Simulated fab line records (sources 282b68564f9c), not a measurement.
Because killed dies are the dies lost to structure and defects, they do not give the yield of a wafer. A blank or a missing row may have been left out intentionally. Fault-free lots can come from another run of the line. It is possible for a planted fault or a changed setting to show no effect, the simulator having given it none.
The tool behind it: which one? || flow rit-cmos || 45 wafers from 15 lots sampled at 4 of the route's 202 steps

## WHAT THE GAUGES SHOWED, per wafer
RIT_NWELL_TW_MEAS_10.
{"lot": "L855", "measured": "day 2 01:22", "on": "film-metro-03", "NWELL_TW": "2096 2106 2100"}
{"lot": "L856", "measured": "day 2 07:11", "on": "film-metro-03", "NWELL_TW": "2089 2101 2107"}
{"lot": "L857", "measured": "day 2 13:16", "on": "film-metro-04", "NWELL_TW": "2135 2132 2137"}
{"lot": "L859", "measured": "day 2 22:23", "on": "film-metro-01", "NWELL_TW": "2109 2109 2112"}
{"lot": "L860", "measured": "day 3 01:58", "on": "film-metro-03", "NWELL_TW": "2106 2099 2104"}
{"lot": "L861", "measured": "day 3 04:38", "on": "film-metro-04", "NWELL_TW": "2119 2135 2139"}
{"lot": "L862", "measured": "day 3 09:32", "on": "film-metro-03", "NWELL_TW": "2115 2104 2115"}
{"lot": "L868", "measured": "day 4 14:45", "on": "film-metro-01", "NWELL_TW": "2107 2106 2113"}
{"lot": "L869", "measured": "day 4 21:06", "on": "film-metro-01", "NWELL_TW": "2109 2116 2116"}
{"lot": "L870", "measured": "day 5 03:31", "on": "film-metro-04", "NWELL_TW": "2137 2143 2139"}
{"lot": "L873", "measured": "day 5 16:38", "on": "film-metro-01", "NWELL_TW": "2118 2125 2118"}
{"lot": "L875", "measured": "day 6 12:14", "on": "film-metro-01", "NWELL_TW": "2138 2125 2137"}
{"lot": "L876", "measured": "day 6 16:35", "on": "film-metro-01", "NWELL_TW": "2117 2135 2120"}
{"lot": "L877", "measured": "day 6 16:49", "on": "film-metro-04", "NWELL_TW": "2143 2142 2142"}
{"lot": "L878", "measured": "day 7 01:36", "on": "film-metro-03", "NWELL_TW": "2101 2107 2115"}

RIT_PLDD_TW_MEAS_10.
{"lot": "L855", "measured": "day 3 03:14", "on": "film-metro-01", "PLDD_TW": "2316 2318 2330"}
{"lot": "L856", "measured": "day 3 09:01", "on": "film-metro-01", "PLDD_TW": "2316 2326 2325"}
{"lot": "L857", "measured": "day 3 11:39", "on": "film-metro-01", "PLDD_TW": "2329 2313 2321"}
{"lot": "L859", "measured": "day 4 01:44", "on": "film-metro-04", "PLDD_TW": "2346 2335 2338"}
{"lot": "L860", "measured": "day 4 01:53", "on": "film-metro-02", "PLDD_TW": "2363 2361 2374"}
{"lot": "L861", "measured": "day 4 04:58", "on": "film-metro-01", "PLDD_TW": "2338 2316 2322"}
{"lot": "L862", "measured": "day 4 15:52", "on": "film-metro-01", "PLDD_TW": "2314 2314 2326"}
{"lot": "L868", "measured": "day 5 16:16", "on": "film-metro-02", "PLDD_TW": "2352 2364 2352"}
{"lot": "L869", "measured": "day 6 05:56", "on": "film-metro-04", "PLDD_TW": "2341 2356 2338"}
{"lot": "L870", "measured": "day 6 19:17", "on": "film-metro-02", "PLDD_TW": "2370 2362 2364"}
{"lot": "L873", "measured": "day 7 06:53", "on": "film-metro-04", "PLDD_TW": "2351 2345 2344"}
{"lot": "L875", "measured": "day 7 14:47", "on": "film-metro-01", "PLDD_TW": "2323 2331 2322"}
{"lot": "L876", "measured": "day 7 22:35", "on": "film-metro-01", "PLDD_TW": "2321 2326 2327"}
{"lot": "L877", "measured": "day 7 20:23", "on": "film-metro-01", "PLDD_TW": "2329 2330 2318"}
{"lot": "L878", "measured": "day 8 02:06", "on": "film-metro-02", "PLDD_TW": "2348 2360 2361"}

RIT_M1_RS_MEAS_01: the measuring method here is four-point-probe.
{"lot": "L855", "measured": "day 3 13:24", "on": "film-metro-02", "M1_AL_RS (ohm/sq)": "0.0736 0.0736 0.0732"}
{"lot": "L856", "measured": "day 3 18:31", "on": "film-metro-04", "M1_AL_RS (ohm/sq)": "0.0730 0.0730 0.0725"}
{"lot": "L857", "measured": "day 3 21:11", "on": "film-metro-01", "M1_AL_RS (ohm/sq)": "0.0725 0.0722 0.0722"}
{"lot": "L859", "measured": "day 4 12:28", "on": "film-metro-01", "M1_AL_RS (ohm/sq)": "0.0716 0.0731 0.0716"}
{"lot": "L860", "measured": "day 4 13:15", "on": "film-metro-02", "M1_AL_RS (ohm/sq)": "0.0731 0.0733 0.0727"}
{"lot": "L861", "measured": "day 4 16:25", "on": "film-metro-01", "M1_AL_RS (ohm/sq)": "0.0754 0.0760 0.0750"}
{"lot": "L862", "measured": "day 5 03:05", "on": "film-metro-02", "M1_AL_RS (ohm/sq)": "0.0728 0.0730 0.0727"}
{"lot": "L868", "measured": "day 6 02:36", "on": "film-metro-02", "M1_AL_RS (ohm/sq)": "0.0740 0.0736 0.0754"}
{"lot": "L869", "measured": "day 6 15:53", "on": "film-metro-01", "M1_AL_RS (ohm/sq)": "0.0745 0.0743 0.0751"}
{"lot": "L870", "measured": "day 7 04:56", "on": "film-metro-01", "M1_AL_RS (ohm/sq)": "0.0725 0.0725 0.0734"}
{"lot": "L873", "measured": "day 7 17:16", "on": "film-metro-01", "M1_AL_RS (ohm/sq)": "0.0741 0.0744 0.0743"}
{"lot": "L875", "measured": "day 8 02:15", "on": "film-metro-04", "M1_AL_RS (ohm/sq)": "0.0738 0.0747 0.0741"}
{"lot": "L876", "measured": "day 8 08:50", "on": "film-metro-02", "M1_AL_RS (ohm/sq)": "0.0754 0.0750 0.0756"}
{"lot": "L877", "measured": "day 8 07:18", "on": "film-metro-04", "M1_AL_RS (ohm/sq)": "0.0735 0.0742 0.0747"}
{"lot": "L878", "measured": "day 8 12:50", "on": "film-metro-01", "M1_AL_RS (ohm/sq)": "0.0736 0.0735 0.0734"}

## EACH LOT AND THE TOOL THAT RAN IT (in order: tool; ch and the chambers of the sampled wafers; start)
{"lot": "L855", "RIT_NLDD_IMPLANT_08": "implanter-01 ch 0, day 3 01:22"}
{"lot": "L856", "RIT_NLDD_IMPLANT_08": "implanter-03 ch 0, day 3 07:10"}
{"lot": "L857", "RIT_NLDD_IMPLANT_08": "implanter-02 ch 0, day 3 09:47"}
{"lot": "L859", "RIT_NLDD_IMPLANT_08": "implanter-01 ch 0, day 3 23:47"}
{"lot": "L860", "RIT_NLDD_IMPLANT_08": "implanter-03 ch 0, day 4 00:03"}
{"lot": "L861", "RIT_NLDD_IMPLANT_08": "implanter-03 ch 0, day 4 03:05"}
{"lot": "L862", "RIT_NLDD_IMPLANT_08": "implanter-01 ch 0, day 4 14:00"}
{"lot": "L868", "RIT_NLDD_IMPLANT_08": "implanter-03 ch 0, day 5 14:24"}
{"lot": "L869", "RIT_NLDD_IMPLANT_08": "implanter-03 ch 0, day 6 04:05"}
{"lot": "L870", "RIT_NLDD_IMPLANT_08": "implanter-03 ch 0, day 6 17:35"}
{"lot": "L873", "RIT_NLDD_IMPLANT_08": "implanter-02 ch 0, day 7 04:47"}
{"lot": "L875", "RIT_NLDD_IMPLANT_08": "implanter-01 ch 0, day 7 12:58"}
{"lot": "L876", "RIT_NLDD_IMPLANT_08": "implanter-02 ch 0, day 7 20:50"}
{"lot": "L877", "RIT_NLDD_IMPLANT_08": "implanter-02 ch 0, day 7 18:28"}
{"lot": "L878", "RIT_NLDD_IMPLANT_08": "implanter-02 ch 0, day 8 00:11"}
- RIT_NLDD_IMPLANT_08

## WHAT THE TOOLS THEMSELVES READ (means of the sampled wafers that have a number; where no wafer has one, the mark that the record gives instead)
RIT_NLDD_IMPLANT_08.
{"lot": "L855", "tool": "implanter-01", "beam-energy-keV": 19.994, "end-station-pressure-torr (Torr)": 6.4e-06}
{"lot": "L856", "tool": "implanter-03", "beam-energy-keV": 20.003, "end-station-pressure-torr (Torr)": 6.4e-06}
{"lot": "L857", "tool": "implanter-02", "beam-energy-keV": 19.994, "end-station-pressure-torr (Torr)": 6.1e-06}
{"lot": "L859", "tool": "implanter-01", "beam-energy-keV": 20.002, "end-station-pressure-torr (Torr)": 6.2e-06}
{"lot": "L860", "tool": "implanter-03", "beam-energy-keV": 20.008, "end-station-pressure-torr (Torr)": 6.2e-06}
{"lot": "L861", "tool": "implanter-03", "beam-energy-keV": 20.004, "end-station-pressure-torr (Torr)": 6.2e-06}
{"lot": "L862", "tool": "implanter-01", "beam-energy-keV": 19.999, "end-station-pressure-torr (Torr)": 6.7e-06}
{"lot": "L868", "tool": "implanter-03", "beam-energy-keV": 20.192, "end-station-pressure-torr (Torr)": 6.1e-06}
{"lot": "L869", "tool": "implanter-03", "beam-energy-keV": 20.190, "end-station-pressure-torr (Torr)": 6.3e-06}
{"lot": "L870", "tool": "implanter-03", "beam-energy-keV": 20.192, "end-station-pressure-torr (Torr)": 6.6e-06}
{"lot": "L873", "tool": "implanter-02", "beam-energy-keV": 20.001, "end-station-pressure-torr (Torr)": 6.4e-06}
{"lot": "L875", "tool": "implanter-01", "beam-energy-keV": 19.998, "end-station-pressure-torr (Torr)": 6.2e-06}
{"lot": "L876", "tool": "implanter-02", "beam-energy-keV": 19.995, "end-station-pressure-torr (Torr)": 6.4e-06}
{"lot": "L877", "tool": "implanter-02", "beam-energy-keV": 19.997, "end-station-pressure-torr (Torr)": 6.3e-06}
{"lot": "L878", "tool": "implanter-02", "beam-energy-keV": 20.002, "end-station-pressure-torr (Torr)": 6.3e-06}

## THE ANSWER, worked out from the rows above alone
Rule: usual is defined by the lots themselves. Put in order of their means at a reading, lots are off if they are a third of the lots or fewer, leave a main group of 4 or more, and stand apart from it by a gap of 3 or more times the standard deviation of the main group's means; of several such gaps the widest counts. A main group whose means are all the same, to the digits that the tables above print for the reading, isn't used. A lot without any number at a reading at which 4 lots or more have one is off too. The other lots that the step has rows for count as sound. First the gauges in route order, then the tools' own readings, where a lot's mean is used as printed above. At the first step where some lot is off, the reading lying furthest off is the one used; lots without a number count as furthest.
Off: L868, L869, L870, at RIT_NLDD_IMPLANT_08 (beam-energy-keV). The main group has a mean of 20.000 with a standard deviation of 0.0042.
If a tool, at that step or one of the process steps before it, ran each lot that is off and ran no sound lot following the first of them, it fits. One fits: implanter-03 at RIT_NLDD_IMPLANT_08. Its last sound lot is L861 (day 4 03:05), its first lot that is off L868 (day 5 14:24): a fault that began between those two fits.
On the lots that are off, the tool's own readings at RIT_NLDD_IMPLANT_08 differ by more than 5 times the standard deviation of the sound lots' means, which bears it out; beam-energy-keV reads 20.191 there versus 20.000 on the sound lots.

## WHAT THE SIMULATOR HAD INSERTED
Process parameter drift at RIT_NLDD_IMPLANT_08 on implanter-03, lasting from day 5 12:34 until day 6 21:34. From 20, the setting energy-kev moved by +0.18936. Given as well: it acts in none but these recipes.
Struck lots among those shown: L868, L869, L870. The rule given above showed the same thing.
